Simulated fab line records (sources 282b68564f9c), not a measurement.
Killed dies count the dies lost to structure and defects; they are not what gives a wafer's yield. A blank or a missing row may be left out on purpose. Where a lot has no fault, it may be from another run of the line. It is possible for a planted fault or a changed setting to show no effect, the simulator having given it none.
A struck lot beside a sound one ; flow ritCmos ; 15 steps out of a route of 202
Sound: wafers L502.1, L502.3, L502.5. The struck wafers were L514.1, L514.4, L514.6. The cause is given at the end.
At each step with rows: each side's tool, then ch and its chambers, then its first start. Under that, the readings that differ: sound wafers ; struck wafers ; difference of the means ; sigmas: that difference in standard deviations of wafers without a fault.
alike: readings whose means differ by less than 2 such deviations, and words and numbers that are the same on both sides. not compared: withheld readings, readings that some wafer has no value for, bounds like >300 that may hide the same value, and numbers for which the record gives no deviation and whose values overlap.
The two part at a step that has a row with sigmas, a row that says differs or no value, or rows on one side only. Non-overlapping numbers with no deviation appear without sigmas and do not part them. A reading missing from all wafers of one side parts the sides only when that side holds two or more wafers.

first, 2 steps without rows for these wafers: RIT_REOX_CLEAN_02 (cleans in SC2, time 600 s); RIT_REOX_OXIDATION_03 (target thk 25.2 nm, ox time 5580 s).
RIT_REOX_THK_MEAS_04:
  sound on filmMetro-04 at day 3 22:59; struck on filmMetro-04 at day 7 04:22
  alike: REOX_OXIDE_THK
then, 6 steps without rows for these wafers: RIT_NLDD_HMDS_00 (prime time 60 s); RIT_NLDD_COAT_01 (resist thk 1000 nm); RIT_NLDD_SOFTBAKE_02 (time 60 s); RIT_NLDD_EXPOSE_03 (exposes mask M7, target cd 40700 nm); RIT_NLDD_PEB_04; RIT_NLDD_DEVELOP_05 (develop time 50 s).
RIT_NLDD_OVL_MEAS_06:
  sound on overlay-01 at day 3 23:54; struck on overlay-01 at day 7 05:38
  alike: NLDD_OVL
then, 2 steps without rows for these wafers: RIT_NLDD_HARDBAKE_07 (time 60 s); RIT_NLDD_IMPLANT_08.
RIT_NLDD_STRIP_09: strips in O2, time 180 s.
  sound on plasmaAsher-04 ch 1, day 4 00:14; struck on plasmaAsher-04 ch 0,1, day 7 06:05
reading;sound;struck;difference;sigmas
chamberPressureMTorr (mTorr);4002 3997 4001;1997 2006 2001;-1999;-99 or more
  alike: drypumpMotorCurrentA
  not compared: rfHoursCounterH
RIT_NLDD_TW_MEAS_10:
  sound on filmMetro-02 at day 4 00:25; struck on filmMetro-02 at day 7 06:15
  alike: NLDD_TW
RIT_M1_PROBE_99:
  sound on prober-02 at day 4 16:34; struck on prober-01 at day 7 22:48
  alike: killedAtContacts, killedAtFrontEnd, killedDies, killedOpen, killedShort

## WHERE THEY PART
RIT_NLDD_STRIP_09 only, going by this record. Later steps at which nothing parts them and some readings are alike: RIT_NLDD_TW_MEAS_10, RIT_M1_PROBE_99.

WHY: what had been put in by the simulator
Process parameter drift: plasmaAsher-04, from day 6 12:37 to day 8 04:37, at RIT_NLDD_STRIP_09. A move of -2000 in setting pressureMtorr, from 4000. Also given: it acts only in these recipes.
